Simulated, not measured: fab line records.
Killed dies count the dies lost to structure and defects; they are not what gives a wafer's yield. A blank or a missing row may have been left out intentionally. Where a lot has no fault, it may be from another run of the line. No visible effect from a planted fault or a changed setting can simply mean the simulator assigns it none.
Lot-split experiment + flow berkeley-cmos170 + route with 331 steps; 5 lots, 23 wafers read

## THE SPLIT
At UCB170_PWELL_CVD_05 (deposits Si3N4 from SiH2Cl2/NH3, target thk 220 nm, time 3300 s), the setting time-s was moved away from the recipe's 3300 s on 15 of the 23 wafers read, by -13.5% to +4.8%. All remaining wafers had this setting at the recipe value.

## FROM THE SPLIT TO THE READING: what the file shows between them, 4 steps
- UCB170_PWELL_THK_MEAS_06
- UCB170_PWELL_HMDS_07: prime time 60 s
- UCB170_PWELL_COAT_08: resist thk 900 nm
- UCB170_PWELL_DEVELOP_12: develop time 45 s

## THE READING
oes-product-au, in a.u., at UCB170_PWELL_ETCH_14 (etches Si3N4 in CH3F/Ar/O2, stops on SiO2, target depth 242 nm, time 151 s). Fault-free wafers of this fab line usually give 0.934 a.u., standard deviation 0.012 a.u.

| wafer  | tool, chamber at the split | time-s as run, s | against the recipe | oes-product-au, a.u. | against lot-mates on the recipe |
|--------|----------------------------|------------------|--------------------|----------------------|---------------------------------|
| L074.1 | -, -                       | 3300             | recipe             | 0.928                | -                               |
| L074.2 | -, -                       | 3300             | recipe             | 0.924                | -                               |
| L074.3 | -, -                       | 3300             | recipe             | 0.910                | -                               |
| L074.4 | -, -                       | 3300             | recipe             | 0.923                | -                               |
| L074.5 | -, -                       | 3300             | recipe             | 0.923                | -                               |
| L075.1 | -, -                       | 3457             | +4.8%              | 0.958                | no lot-mate on the recipe       |
| L075.2 | -, -                       | 3457             | +4.8%              | 0.983                | no lot-mate on the recipe       |
| L075.3 | -, -                       | 3457             | +4.8%              | 0.978                | no lot-mate on the recipe       |
| L075.5 | -, -                       | 3457             | +4.8%              | 0.975                | no lot-mate on the recipe       |
| L075.6 | -, -                       | 3457             | +4.8%              | 0.969                | no lot-mate on the recipe       |
| L080.1 | lpcvd-02, 1                | 3300             | recipe             | 0.926                | -                               |
| L080.3 | lpcvd-02, 1                | 3300             | recipe             | 0.923                | -                               |
| L080.4 | lpcvd-02, 1                | 3300             | recipe             | 0.932                | -                               |
| L081.1 | -, -                       | 2854             | -13.5%             | 0.864                | no lot-mate on the recipe       |
| L081.2 | -, -                       | 2854             | -13.5%             | 0.858                | no lot-mate on the recipe       |
| L081.4 | -, -                       | 2854             | -13.5%             | 0.863                | no lot-mate on the recipe       |
| L081.5 | -, -                       | 2854             | -13.5%             | 0.851                | no lot-mate on the recipe       |
| L081.6 | -, -                       | 2854             | -13.5%             | 0.862                | no lot-mate on the recipe       |
| L085.1 | -, -                       | 3424             | +3.8%              | 0.974                | no lot-mate on the recipe       |
| L085.2 | -, -                       | 3424             | +3.8%              | 0.955                | no lot-mate on the recipe       |
| L085.3 | -, -                       | 3424             | +3.8%              | 0.976                | no lot-mate on the recipe       |
| L085.5 | -, -                       | 3424             | +3.8%              | 0.954                | no lot-mate on the recipe       |
| L085.6 | -, -                       | 3424             | +3.8%              | 0.944                | no lot-mate on the recipe       |

FIT RESULTS
A straight line over all 23 wafers: oes-product-au changes by +0.00589 a.u. for each +1% of time-s; r = +0.96; the points scatter about the line by 0.012 a.u.
Too few moved wafers have a lot-mate on the recipe to fit a line with each lot's own level taken away.

## THE WHOLE CHAIN: every reading that the file lists as answering this split, in the file's order
| step                     | what it does                                                               | reading                                                                       | change (the file's fit)                   | r (the file's) |
|--------------------------|----------------------------------------------------------------------------|-------------------------------------------------------------------------------|-------------------------------------------|----------------|
| UCB170_PWELL_CVD_05      | deposits Si3N4 from SiH2Cl2/NH3, target thk 220 nm, time 3300 s            | Si3N4_of_PWELL_CVD_05.thk-nm (the simulator's own value, which no gauge read) | +1.98 nm for each +1% of the setting      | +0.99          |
| UCB170_PWELL_THK_MEAS_06 |                                                                            | PWELL_NITRIDE_THK                                                             | +1.97 for each +1% of the setting         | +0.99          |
| UCB170_PWELL_ETCH_14     | etches Si3N4 in CH3F/Ar/O2, stops on SiO2, target depth 242 nm, time 151 s | oes-product-au                                                                | +0.00589 a.u. for each +1% of the setting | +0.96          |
| UCB170_PWELL_ETCH_14     | etches Si3N4 in CH3F/Ar/O2, stops on SiO2, target depth 242 nm, time 151 s | etch.depth-nm (the simulator's own value, which no gauge read)                | +2.1 nm for each +1% of the setting       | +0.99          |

## THE FILE'S OWN FIT
oes-product-au changes by +0.00589 a.u. for each +1% of time-s, r = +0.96.
